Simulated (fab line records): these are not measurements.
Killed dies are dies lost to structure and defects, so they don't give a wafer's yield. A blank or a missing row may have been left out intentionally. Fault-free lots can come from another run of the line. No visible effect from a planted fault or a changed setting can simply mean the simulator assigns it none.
2 desks looking at one fault / flow berkeley cmos170 / only its own numbers are on each desk; what lay behind them is given at the end

FOR THE TOOL OWNER'S DESK: rie metal-01
The tool's own readings at UCB170_M2_METAL_ETCH_18 (etches Al in Cl2/BCl3, stops on SiO2, target depth 1170 nm, time 195 s): means of the sampled wafers that have a number, for each lot that ran on this tool. If a lot's mean is further than 4 standard deviations from the usual mean, the lot is out of limits and carries the mark OUT (the distance appears in the brackets).
Columns: A = drypump motor current A at UCB170_M2_METAL_ETCH_18, usual 5.8 A; B = oes product au at UCB170_M2_METAL_ETCH_18, usual 0.863 a.u.; C = throttle valve pct at UCB170_M2_METAL_ETCH_18, usual 24.45 %
lot=L723; first seen here=day 10 07:22; A=6.0; B=0.861; C=24.36
lot=L729; first seen here=day 10 21:11; A=6.0; B=0.851; C=24.35
lot=L727; first seen here=day 10 23:38; A=6.2; B=0.833; C=24.49
Finding of this desk: none of the 3 lots has anything out of limits.

METROLOGY DESK
What the gauges read for every lot (on any tool): the sampled wafers with a number, averaged. If a lot's mean is further than 4 standard deviations from the usual mean, the lot is out of limits and carries the mark OUT (the distance appears in the brackets).
Columns: A = cd nm at UCB170_M2_CD_MEAS_15, usual 700.0 nm; B = M2_OVL at UCB170_M2_OVL_MEAS_16, usual 1 nm
lot=L717; first seen here=day 8 21:04; A=701.8; B=-2
lot=L723; first seen here=day 10 07:10; A=701.3; B=1
lot=L729; first seen here=day 10 20:58; A=701.0; B=2
lot=L726; first seen here=day 10 23:16; A=700.3; B=-2
lot=L727; first seen here=day 10 23:26; A=698.7; B=1
lot=L737; first seen here=day 12 15:04; A=700.3; B=1
Finding of this desk: none of the 6 lots has anything out of limits.

PUT TOGETHER
Nothing out of limits was seen by the tool owner's desk.
From the metrology desk's view, nothing was out of limits.

WHAT THE SIMULATOR PUT IN
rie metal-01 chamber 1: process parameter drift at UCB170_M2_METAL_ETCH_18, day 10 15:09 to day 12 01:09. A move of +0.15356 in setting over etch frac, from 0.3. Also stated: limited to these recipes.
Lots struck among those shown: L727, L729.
